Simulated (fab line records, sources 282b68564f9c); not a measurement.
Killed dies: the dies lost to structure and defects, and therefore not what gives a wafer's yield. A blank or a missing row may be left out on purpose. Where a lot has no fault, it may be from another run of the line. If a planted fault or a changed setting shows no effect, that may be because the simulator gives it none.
What tool caused it?	flow rit-cmos	Sampling: 15 lots, 45 wafers, 6 of 202 route steps

WHAT EACH GAUGE READ, for each wafer
RIT_PSD_TW_MEAS_10.
lot	measured	on	PSD_TW
L224	day 3 02:53	film-metro-03	3469 3465 3479
L225	day 3 08:52	film-metro-01	3428 3415 3423
L226	day 3 12:48	film-metro-01	3438 3438 3446
L227	day 3 18:41	film-metro-02	3357 3363 3352
L228	day 4 04:15	film-metro-03	3445 3430 3437
L229	day 4 06:02	film-metro-02	3401 3381 3390
L230	day 4 07:52	film-metro-03	3456 3464 3436
L231	day 4 14:36	film-metro-02	3380 3387 3374
L232	day 4 21:55	film-metro-03	3438 3451 3441
L233	day 5 03:14	film-metro-03	3457 3469 3483
L234	day 5 11:32	film-metro-03	3639 3635 3637
L235	day 5 19:07	film-metro-01	3542 3557 3554
L240	day 6 18:56	film-metro-03	3578 3580 3591
L241	day 7 05:20	film-metro-01	3407 3370 3391
L246	day 8 02:20	film-metro-03	3449 3436 3447

RIT_SDANNEAL_RS_MEAS_04: measures by four-point-probe.
lot	measured	on	PSD_RS (ohm/sq)
L224	day 3 03:23	film-metro-03	115.80 115.71 115.95
L225	day 3 09:22	film-metro-03	115.81 115.60 115.23
L226	day 3 13:17	film-metro-02	116.29 116.25 116.16
L227	day 3 19:11	film-metro-03	115.81 115.60 115.48
L228	day 4 04:48	film-metro-02	115.56 115.70 115.73
L229	day 4 06:32	film-metro-03	115.90 115.85 116.25
L230	day 4 08:25	film-metro-03	115.54 115.66 115.55
L231	day 4 15:05	film-metro-02	115.87 116.04 116.05
L232	day 4 22:30	film-metro-02	115.74 115.86 116.03
L233	day 5 03:43	film-metro-02	115.96 115.89 115.89
L234	day 5 12:06	film-metro-02	107.91 107.81 107.83
L235	day 5 19:36	film-metro-03	107.53 107.64 107.49
L240	day 6 19:27	film-metro-03	107.42 106.92 107.58
L241	day 7 05:51	film-metro-01	116.35 116.04 116.08
L246	day 8 02:50	film-metro-01	116.26 115.97 116.03

RIT_M1_CD_MEAS_09: the cd target is 2600 nm.
lot	measured	on	cd-nm (nm)
L224	day 3 08:22	cd-sem-01	2601.1 2602.5 2604.6
L225	day 3 13:56	cd-sem-01	2601.7 2601.9 2601.9
L226	day 3 17:52	cd-sem-01	2600.2 2600.1 2601.6
L227	day 3 23:45	cd-sem-02	2601.1 2601.0 2602.0
L228	day 4 09:44	cd-sem-02	2595.4 2595.6 2598.2
L229	day 4 11:18	cd-sem-02	2601.3 2603.2 2600.7
L230	day 4 13:24	cd-sem-01	2599.1 2600.2 2600.7
L231	day 4 19:59	cd-sem-02	2598.8 2597.4 2596.8
L232	day 5 03:38	cd-sem-02	2594.5 2593.5 2596.6
L233	day 5 09:05	cd-sem-02	2597.5 2597.9 2601.0
L234	day 5 17:05	cd-sem-02	2600.2 2598.9 2598.2
L235	day 6 00:29	cd-sem-02	2601.2 2598.4 2598.5
L240	day 7 00:49	cd-sem-01	2601.5 2604.0 2601.7
L241	day 7 10:34	cd-sem-02	2597.4 2598.4 2598.6
L246	day 8 07:44	cd-sem-01	2597.1 2597.3 2597.4

WHICH TOOL RAN EACH LOT (tool, then ch and the chambers of the sampled wafers, then the start)
lot	RIT_NRETRO_STRIP_09	RIT_NLDD_STRIP_09	RIT_PSD_IMPLANT_08
L224	plasma-asher-03 ch 0,1, day 2 07:10	plasma-asher-01 ch 0,1, day 2 19:49	implanter-01 ch 0, day 3 02:34
L225	plasma-asher-04 ch 1, day 2 11:34	plasma-asher-01 ch 0,1, day 3 01:42	implanter-01 ch 0, day 3 08:34
L226	plasma-asher-03 ch 0,1, day 2 17:54	plasma-asher-01 ch 0,1, day 3 05:29	implanter-04 ch 0, day 3 12:28
L227	plasma-asher-02 ch 0,1, day 2 21:40	plasma-asher-01 ch 0,1, day 3 10:14	implanter-03 ch 0, day 3 18:22
L228	plasma-asher-04 ch 0,1, day 3 04:41	plasma-asher-04 ch 0,1, day 3 20:41	implanter-01 ch 0, day 4 03:56
L229	plasma-asher-02 ch 0,1, day 3 09:18	plasma-asher-02 ch 0,1, day 3 22:15	implanter-03 ch 0, day 4 05:44
L230	plasma-asher-02 ch 0, day 3 13:31	plasma-asher-01 ch 0,1, day 4 00:45	implanter-03 ch 0, day 4 07:32
L231	plasma-asher-03 ch 0,1, day 3 18:38	plasma-asher-01 ch 0,1, day 4 07:30	implanter-01 ch 0, day 4 14:16
L232	plasma-asher-02 ch 0,1, day 4 01:47	plasma-asher-02 ch 0,1, day 4 14:53	implanter-03 ch 0, day 4 21:37
L233	plasma-asher-04 ch 0,1, day 4 06:11	plasma-asher-02 ch 0,1, day 4 20:10	implanter-01 ch 0, day 5 02:54
L234	plasma-asher-03 ch 0,1, day 4 11:16	plasma-asher-02 ch 0,1, day 5 03:49	implanter-03 ch 0, day 5 10:53
L235	plasma-asher-02 ch 0,1, day 4 14:07	plasma-asher-01 ch 0,1, day 5 11:06	implanter-04 ch 0, day 5 18:23
L240	plasma-asher-03 ch 0,1, day 5 21:28	plasma-asher-02 ch 0,1, day 6 11:25	implanter-04 ch 0, day 6 18:19
L241	plasma-asher-03 ch 0,1, day 6 04:59	plasma-asher-02 ch 0,1, day 6 22:26	implanter-04 ch 0, day 7 05:02
L246	plasma-asher-03 ch 0,1, day 7 01:49	plasma-asher-04 ch 0, day 7 17:41	implanter-03 ch 0, day 8 02:01
- RIT_NRETRO_STRIP_09: strips in O2, time 180 s.
- RIT_NLDD_STRIP_09: strips in O2, time 180 s.
- RIT_PSD_IMPLANT_08

WHAT THE TOOLS THEMSELVES READ (means of the sampled wafers that have a number; where no wafer has one, the mark that the record gives instead)
RIT_NRETRO_STRIP_09.
lot	tool	drypump-motor-current-A (A)
L224	plasma-asher-03	5.9
L225	plasma-asher-04	6.7
L226	plasma-asher-03	5.8
L227	plasma-asher-02	5.8
L228	plasma-asher-04	6.5
L229	plasma-asher-02	5.5
L230	plasma-asher-02	6.1
L231	plasma-asher-03	5.9
L232	plasma-asher-02	5.8
L233	plasma-asher-04	6.5
L234	plasma-asher-03	5.9
L235	plasma-asher-02	5.6
L240	plasma-asher-03	5.8
L241	plasma-asher-03	5.8
L246	plasma-asher-03	5.9

RIT_NLDD_STRIP_09.
lot	tool	drypump-motor-current-A (A)
L224	plasma-asher-01	5.6
L225	plasma-asher-01	5.6
L226	plasma-asher-01	5.7
L227	plasma-asher-01	5.6
L228	plasma-asher-04	6.6
L229	plasma-asher-02	5.8
L230	plasma-asher-01	5.7
L231	plasma-asher-01	5.6
L232	plasma-asher-02	5.8
L233	plasma-asher-02	5.5
L234	plasma-asher-02	5.5
L235	plasma-asher-01	5.7
L240	plasma-asher-02	5.6
L241	plasma-asher-02	5.5
L246	plasma-asher-04	6.3

THE ANSWER, worked out from the rows above alone
Rule: what is usual is taken from the lots themselves. The widest of any qualifying gaps counts: lots, ordered by their means at a reading, are off when they make up no more than a third of the lots, leave a main group of 4 or more, and stand apart from it by 3 or more times the standard deviation of that group's means. A main group is skipped when, at the precision printed for the reading in the tables above, its means are all equal. Also off: a lot with no number at a reading for which 4 or more lots have one. Any other lot the step has rows for is counted as sound. Order of review: gauges by route order, followed by the tools' own readings, for which a lot's mean as printed above is used. At the first step where some lot is off, the reading lying furthest off is the one used; lots without a number count as furthest.
Off: at RIT_SDANNEAL_RS_MEAS_04 (PSD_RS), L234, L235, L240. Mean 115.87 ohm/sq and standard deviation 0.22 in the main group.
If a tool, at a process step before that reading, ran all the lots that are off and no sound lot after the first of them, it fits. The gauges at RIT_SDANNEAL_RS_MEAS_04 are tried like those tools. Not one of the candidates tried fits.

WHAT HAD BEEN PUT IN BY THE SIMULATOR
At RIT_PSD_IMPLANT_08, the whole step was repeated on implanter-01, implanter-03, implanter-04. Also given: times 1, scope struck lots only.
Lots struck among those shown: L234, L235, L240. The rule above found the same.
